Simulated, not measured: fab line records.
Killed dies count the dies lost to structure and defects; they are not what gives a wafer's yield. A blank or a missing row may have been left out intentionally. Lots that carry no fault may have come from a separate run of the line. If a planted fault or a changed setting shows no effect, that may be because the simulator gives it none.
Struck lot and sound lot, side by side ; flow rit cmos ; 44 out of 202 route steps
Sound: the wafers L426.1, L426.2, L426.6. Wafers L433.1, L433.2, L433.6 were the ones struck. At the end, the cause is stated.
Order at every step that has rows: each side's tool, ch and its chambers, its first start. Under that, the readings that differ: sound wafers ; struck wafers ; difference of the means ; sigmas: that difference in standard deviations of wafers without a fault.
alike: words and numbers the same on both sides, and readings whose means are apart by under 2 such deviations; not compared: readings that were withheld, readings missing a value for some wafer, numbers with overlapping values and no deviation given by the record, and bounds like >300 which may hide the same value.
A row with sigmas, a row that says differs or no value, or rows on one side alone: a step with any of these is where the two part. When numbers do not overlap yet have no deviation, they are printed without sigmas and do not part them. A reading missing from all wafers of one side parts the sides only when that side holds two or more wafers.

first, 1 step without rows for these wafers: RIT_PRETRO_IMPLANT_08.
RIT_PRETRO_STRIP_09: strips in O2, time 180 s.
  sound on plasma asher-03 ch 0,1, day 4 06:40; struck on plasma asher-04 ch 0,1, day 5 17:36
  alike: drypump motor current A
  not compared: rf hours counter h
RIT_PRETRO_TW_MEAS_10:
  sound on film metro-03 at day 4 06:50; struck on film metro-02 at day 5 17:47
  alike: PRETRO_TW
then, 5 steps without rows for these wafers: RIT_GATE_WET_ETCH_00 (etches SiO2 in BOE, target depth 56 nm, time 60 s); RIT_GATE_CLEAN_01 (cleans in SC1, time 600 s); RIT_GATE_CLEAN_02 (cleans in dHF, time 30 s); RIT_GATE_CLEAN_03 (cleans in SC2, time 600 s); RIT_GATE_CLEAN_04 (cleans in dHF, time 61.06 s).
RIT_FOX2_THK_MEAS_91:
  sound on film metro-03 at day 4 07:19; struck on film metro-03 at day 5 18:17
reading;sound;struck;difference;sigmas
FIELD_OXIDE_LEFT_2_THK (nm);247 250 256;266 261 268;+14;+2
then, 2 steps without rows for these wafers: RIT_GATE_OXIDATION_05 (target thk 3 nm, ox time 270 s); RIT_GATE_ANNEAL_06 (time 600 s).
RIT_GATE_THK_MEAS_07:
  sound on film metro-03 at day 4 10:52; struck on film metro-04 at day 5 21:31
reading;sound;struck;difference;sigmas
GATE_OXIDE_THK (nm);3.00 2.98 3.02;3.19 3.10 3.11;+0.13;+2
RIT_GATE_CVD_08: deposits poly-Si from SiH4, target thk 250 nm, time 2220 s.
  sound on lpcvd-02 ch 0, day 4 10:55; struck on lpcvd-01 ch 1, day 5 21:34
reading;sound;struck;difference;sigmas
model.poly-Si_of_GATE_CVD_08.thk nm (nm);250.7 251.5 253;164.6 165.7 164.8;-86.7;
RIT_GATE_THK_MEAS_09:
  sound on film metro-03 at day 4 12:32; struck on film metro-02 at day 5 23:11
reading;sound;struck;difference;sigmas
GATE_POLY_THK (nm);250.8 251.6 253.1;164.7 165.6 164.9;-86.8;-39
then, 6 steps without rows for these wafers: RIT_GATE_HMDS_10 (prime time 60 s); RIT_GATE_COAT_11 (resist thk 850 nm); RIT_GATE_SOFTBAKE_12 (time 60 s); RIT_GATE_EXPOSE_13 (exposes mask M6, target cd 150 nm); RIT_GATE_PEB_14; RIT_GATE_DEVELOP_15 (develop time 50 s).
RIT_GATE_CD_MEAS_16: target cd 150 nm.
  sound on cd sem-02 at day 4 13:27; struck on cd sem-02 at day 6 00:14
  alike: cd nm
RIT_GATE_OVL_MEAS_17:
  sound on overlay-01 at day 4 13:34; struck on overlay-01 at day 6 00:21
  alike: GATE_OVL
then, 1 step without rows for these wafers: RIT_GATE_HARDBAKE_18 (time 60 s).
RIT_GATE_ETCH_19: etches poly-Si in SF6/CHF3/O2, stops on SiO2, time 165 s, target depth 312.5 nm.
  sound on rie si-02 ch 1,3, day 4 13:45; struck on rie si-01 ch 2,3, day 6 00:32
reading;sound;struck;difference;sigmas
drypump motor current A (A);6.4 6.5 6.4;5.2 5.1 5.1;-1.3;-2
oes product au (a.u.);0.847 0.862 0.847;0.654 0.659 0.665;-0.193;-18
model.etch.depth nm (nm);250.7 251.5 253;164.6 165.7 164.8;-86.7;
model.GATE.feature depth nm (nm);250.7 251.5 253;164.6 165.7 164.8;-86.7;
  alike: throttle valve pct
  not compared: rf hours counter h
RIT_GATE_STRIP_20: strips in O2, time 180 s.
  sound on plasma asher-02 ch 0,1, day 4 13:52; struck on plasma asher-04 ch 0,1, day 6 00:38
  alike: drypump motor current A
  not compared: rf hours counter h
RIT_GATE_CD_MEAS_90: target cd 150 nm.
  sound on cd sem-02 at day 4 14:02; struck on cd sem-02 at day 6 00:49
  alike: cd nm
then, 4 steps without rows for these wafers: RIT_REOX_CLEAN_00 (cleans in SC1, time 600 s); RIT_REOX_CLEAN_01 (cleans in dHF, time 30 s); RIT_REOX_CLEAN_02 (cleans in SC2, time 600 s); RIT_REOX_OXIDATION_03 (target thk 25.2 nm, ox time 5580 s).
RIT_REOX_THK_MEAS_04:
  sound on film metro-04 at day 4 19:13; struck on film metro-03 at day 6 04:44
  alike: REOX_OXIDE_THK
then, 6 steps without rows for these wafers: RIT_NLDD_HMDS_00 (prime time 60 s); RIT_NLDD_COAT_01 (resist thk 1000 nm); RIT_NLDD_SOFTBAKE_02 (time 60 s); RIT_NLDD_EXPOSE_03 (exposes mask M7, target cd 40700 nm); RIT_NLDD_PEB_04; RIT_NLDD_DEVELOP_05 (develop time 50 s).
RIT_NLDD_OVL_MEAS_06:
  sound on overlay-01 at day 4 20:15; struck on overlay-01 at day 6 05:47
  alike: NLDD_OVL
then, 2 steps without rows for these wafers: RIT_NLDD_HARDBAKE_07 (time 60 s); RIT_NLDD_IMPLANT_08.
RIT_NLDD_STRIP_09: strips in O2, time 180 s.
  sound on plasma asher-02 ch 0,1, day 4 20:35; struck on plasma asher-01 ch 0,1, day 6 06:07
  alike: drypump motor current A
  not compared: rf hours counter h
RIT_NLDD_TW_MEAS_10:
  sound on film metro-01 at day 4 20:46; struck on film metro-01 at day 6 06:17
  alike: NLDD_TW
RIT_SDANNEAL_CLEAN_02: cleans in SC2, time 600 s.
  sound on wet bench-02 ch 2, day 5 04:07; struck on wet bench-02 ch 0, day 6 14:07
reading;sound;struck;difference;sigmas
model.poly-Si_of_GATE_CVD_08.thk nm (nm);160.9 165.4 163.5;76.64 77.98 77;-86.06;
RIT_M1_PROBE_99:
  sound on prober-02 at day 5 12:21; struck on prober-01 at day 6 22:33
  alike: killed at contacts, killed at front end, killed dies, killed open, killed short

## WHERE THEY PART
First at RIT_FOX2_THK_MEAS_91; last, within this record, at RIT_GATE_ETCH_19. Later steps at which nothing parts them and some readings are alike: RIT_GATE_STRIP_20, RIT_GATE_CD_MEAS_90, RIT_REOX_THK_MEAS_04, RIT_NLDD_OVL_MEAS_06, RIT_NLDD_STRIP_09, RIT_NLDD_TW_MEAS_10, RIT_M1_PROBE_99.

WHY: what the simulator had put in
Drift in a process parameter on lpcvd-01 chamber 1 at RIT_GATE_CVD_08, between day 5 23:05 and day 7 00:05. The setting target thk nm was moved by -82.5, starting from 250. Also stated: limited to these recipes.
